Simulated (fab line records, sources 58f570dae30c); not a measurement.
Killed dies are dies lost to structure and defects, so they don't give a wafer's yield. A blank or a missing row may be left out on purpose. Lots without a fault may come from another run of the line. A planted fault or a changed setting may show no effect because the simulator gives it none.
Which tool did it? | flow berkeley_cmos170 | 13 lots, 38 wafers sampled, at 6 steps of a route of 331

WHAT THE GAUGES READ, wafer by wafer
UCB170_NLDD_CD_MEAS_06: target cd 1200 nm.
lot  | measured     | on        | cd_nm (nm)
L451 | day 7 21:51  | cd_sem-02 | 1201.3 1198.5 1201.3
L453 | day 7 22:25  | cd_sem-01 | 1199.6 1200.2 1199.6
L452 | day 7 22:48  | cd_sem-02 | 1198.6 1199.0 1199.7
L456 | day 8 15:07  | cd_sem-02 | 1201.5 1202.3 1200.5
L455 | day 8 15:40  | cd_sem-02 | 1198.6 1199.3 1199.0
L454 | day 8 15:52  | cd_sem-02 | 1198.3 1200.1 1200.1
L462 | day 10 00:14 | cd_sem-01 | 1202.3 1201.9
L463 | day 10 00:31 | cd_sem-02 | 1198.8 1199.8 1199.3
L465 | day 10 16:50 | cd_sem-01 | 1200.4 1198.9 1200.0
L466 | day 11 04:59 | cd_sem-01 | 1201.5 1201.0 1201.6
L468 | day 11 06:05 | cd_sem-01 | 1200.5 1200.9 1201.0
L467 | day 11 16:31 | cd_sem-02 | 1199.4 1197.5 1197.7
L472 | day 11 16:49 | cd_sem-01 | 1200.3 1200.5 1201.1

UCB170_M1_RS_MEAS_01: measures by four-point-probe.
lot  | measured     | on            | M1_AL_RS (ohm/sq)
L451 | day 8 17:26  | film_metro-04 | 0.0480 0.0477 0.0480
L453 | day 8 17:04  | film_metro-03 | 0.0499 0.0492 0.0493
L452 | day 8 18:29  | film_metro-04 | 0.0488 0.0484 0.0483
L456 | day 9 09:40  | film_metro-03 | 0.0489 0.0486 0.0489
L455 | day 9 09:47  | film_metro-04 | 0.0483 0.0483 0.0475
L454 | day 9 09:34  | film_metro-02 | 0.0487 0.0485 0.0491
L462 | day 10 17:13 | film_metro-02 | 0.1083 0.0485
L463 | day 10 19:59 | film_metro-03 | 0.0483 0.0484 0.0488
L465 | day 11 11:06 | film_metro-04 | 0.0487 0.0487 0.0485
L466 | day 11 22:45 | film_metro-02 | 0.0488 0.0489 0.0487
L468 | day 11 23:01 | film_metro-03 | 0.0483 0.0487 0.0485
L467 | day 12 15:44 | film_metro-03 | 0.0483 0.0486 0.0488
L472 | day 12 15:56 | film_metro-04 | 0.0483 0.0480 0.0482

UCB170_M1_THK_MEAS_02: measures by xrf.
lot  | measured     | on            | M1_AL_THK (nm)
L451 | day 8 17:33  | film_metro-04 | 592 595 591
L453 | day 8 17:11  | film_metro-03 | 579 587 585
L452 | day 8 18:35  | film_metro-04 | 580 592 585
L456 | day 9 09:47  | film_metro-03 | 586 593 590
L455 | day 9 09:55  | film_metro-04 | 592 588 600
L454 | day 9 09:41  | film_metro-02 | 593 592 589
L462 | day 10 17:19 | film_metro-02 | 272 597
L463 | day 10 20:05 | film_metro-03 | 594 591 590
L465 | day 11 11:13 | film_metro-04 | 588 590 585
L466 | day 11 22:52 | film_metro-02 | 592 588 595
L468 | day 11 23:08 | film_metro-03 | 594 587 593
L467 | day 12 15:51 | film_metro-03 | 596 594 589
L472 | day 12 16:02 | film_metro-04 | 592 593 593

WHICH TOOL RAN EACH LOT (tool, then ch and the chambers of the sampled wafers, then the start)
lot  | UCB170_SPACER_CVD_00            | UCB170_BACKSIDE_STRIP_03             | UCB170_M1_SPUTTER_00
L451 | pecvd-01 ch 0,1,2, day 7 22:38  | plasma_asher-03 ch 0,1, day 8 10:35  | pvd_sputter-04, day 8 17:22
L453 | pecvd-03 ch 0,1,2, day 7 23:20  | plasma_asher-03 ch 0,1, day 8 09:48  | pvd_sputter-03, day 8 16:59
L452 | pecvd-04 ch 0,1,2, day 7 23:51  | plasma_asher-02 ch 0,1, day 8 11:04  | pvd_sputter-01, day 8 18:22
L456 | pecvd-01 ch 0,1, day 8 15:54    | plasma_asher-02 ch 0,1, day 9 01:24  | pvd_sputter-01, day 9 09:37
L455 | pecvd-03 ch 1,2, day 8 16:36    | plasma_asher-03 ch 0,1, day 9 02:04  | pvd_sputter-03, day 9 09:44
L454 | pecvd-04 ch 0,2, day 8 16:48    | plasma_asher-02 ch 0,1, day 9 01:51  | pvd_sputter-04, day 9 09:29
L462 | pecvd-04 ch 0,2, day 10 01:08   | plasma_asher-03 ch 0, day 10 11:23   | pvd_sputter-03, day 10 17:07
L463 | pecvd-03 ch 0,1,2, day 10 01:19 | plasma_asher-02 ch 0,1, day 10 11:50 | pvd_sputter-04, day 10 19:53
L465 | pecvd-04 ch 0,1,2, day 10 18:01 | plasma_asher-02 ch 0,1, day 11 03:59 | pvd_sputter-04, day 11 11:01
L466 | pecvd-03 ch 0,1,2, day 11 05:45 | plasma_asher-02 ch 0,1, day 11 14:47 | pvd_sputter-04, day 11 22:40
L468 | pecvd-03 ch 0,2, day 11 06:52   | plasma_asher-02 ch 0,1, day 11 15:34 | pvd_sputter-01, day 11 22:56
L467 | pecvd-04 ch 1,2, day 11 20:13   | plasma_asher-01 ch 0,1, day 12 05:59 | pvd_sputter-04, day 12 15:40
L472 | pecvd-03 ch 0,1,2, day 11 20:13 | plasma_asher-01 ch 0,1, day 12 06:34 | pvd_sputter-01, day 12 15:51
- UCB170_SPACER_CVD_00: deposits SiO2 from TEOS/O2, target thk 376 nm, time 47 s.
- UCB170_BACKSIDE_STRIP_03: strips in O2.
- UCB170_M1_SPUTTER_00: material Al, target thk 600 nm, time 80 s.

WHAT THE TOOLS THEMSELVES READ (means of the sampled wafers that have a number; where no wafer has one, the mark that the record gives instead)
UCB170_SPACER_CVD_00.
lot  | tool     | heater_power_w (W)
L451 | pecvd-01 | 281
L453 | pecvd-03 | 343
L452 | pecvd-04 | 211
L456 | pecvd-01 | 284
L455 | pecvd-03 | 294
L454 | pecvd-04 | 271
L462 | pecvd-04 | 264
L463 | pecvd-03 | 339
L465 | pecvd-04 | 227
L466 | pecvd-03 | 345
L468 | pecvd-03 | 318
L467 | pecvd-04 | 274
L472 | pecvd-03 | 353

UCB170_BACKSIDE_STRIP_03.
lot  | tool            | drypump_motor_current_A (A) | oes_product_au (a.u.) | strip_time_to_endpoint_s (s)
L451 | plasma_asher-03 | 6.2                         | 0.735                 | 22.03
L453 | plasma_asher-03 | 6.0                         | 0.734                 | 22.01
L452 | plasma_asher-02 | 5.6                         | 0.736                 | 22.09
L456 | plasma_asher-02 | 5.4                         | 0.728                 | 21.97
L455 | plasma_asher-03 | 5.9                         | 0.735                 | 21.96
L454 | plasma_asher-02 | 5.5                         | 0.734                 | 21.91
L462 | plasma_asher-03 | 5.7                         | 0.736                 | 21.97
L463 | plasma_asher-02 | 5.4                         | 0.737                 | 21.97
L465 | plasma_asher-02 | 5.6                         | 0.736                 | 21.88
L466 | plasma_asher-02 | 5.4                         | 0.734                 | 22.04
L468 | plasma_asher-02 | 5.6                         | 0.735                 | 22.09
L467 | plasma_asher-01 | 5.3                         | 0.735                 | 21.98
L472 | plasma_asher-01 | 5.3                         | 0.739                 | 22.07

UCB170_M1_SPUTTER_00.
lot  | tool           | chamber_pressure_pa (Pa) | throttle_valve_pct (%)
L451 | pvd_sputter-04 | 0.4994                   | 30.1
L453 | pvd_sputter-03 | 0.4999                   | 29.2
L452 | pvd_sputter-01 | 0.4997                   | 30.5
L456 | pvd_sputter-01 | 0.5000                   | 29.8
L455 | pvd_sputter-03 | 0.5008                   | 29.2
L454 | pvd_sputter-04 | 0.5001                   | 30.2
L462 | pvd_sputter-03 | 0.5011                   | 28.9
L463 | pvd_sputter-04 | 0.5008                   | 30.3
L465 | pvd_sputter-04 | 0.4997                   | 30.2
L466 | pvd_sputter-04 | 0.5000                   | 30.2
L468 | pvd_sputter-01 | 0.5000                   | 29.6
L467 | pvd_sputter-04 | 0.4989                   | 30.3
L472 | pvd_sputter-01 | 0.5010                   | 29.7

THE ANSWER, worked out from the rows above alone
Rule: what is usual is taken from the lots themselves. Put in order of their means at a reading, lots are off if they are a third of the lots or fewer, leave a main group of 4 or more, and stand apart from it by a gap of 3 or more times the standard deviation of the main group's means; of several such gaps the widest counts. A main group whose means are all the same, to the digits that the tables above print for the reading, isn't used. A lot without any number at a reading at which 4 lots or more have one is off too. The other lots that the step has rows for count as sound. The gauges are gone through in route order, then the tools' own readings, and for those a lot's mean is taken as printed above. The first step at which some lot is off is used, and at that step the reading that is off furthest; a lot without a number counts as furthest.
Off: L462, at UCB170_M1_RS_MEAS_01 (M1_AL_RS). The main group: mean 0.0486 ohm/sq, standard deviation 0.00039.
A tool fits if, at a process step before that reading, it ran every lot that is off, and no sound lot after the first of them. The gauges at UCB170_M1_RS_MEAS_01 are tried like those tools. Can't be told from this: 2 tools fit, plasma_asher-03 at UCB170_BACKSIDE_STRIP_03, pvd_sputter-03 at UCB170_M1_SPUTTER_00.

WHAT THE SIMULATOR HAD PUT IN
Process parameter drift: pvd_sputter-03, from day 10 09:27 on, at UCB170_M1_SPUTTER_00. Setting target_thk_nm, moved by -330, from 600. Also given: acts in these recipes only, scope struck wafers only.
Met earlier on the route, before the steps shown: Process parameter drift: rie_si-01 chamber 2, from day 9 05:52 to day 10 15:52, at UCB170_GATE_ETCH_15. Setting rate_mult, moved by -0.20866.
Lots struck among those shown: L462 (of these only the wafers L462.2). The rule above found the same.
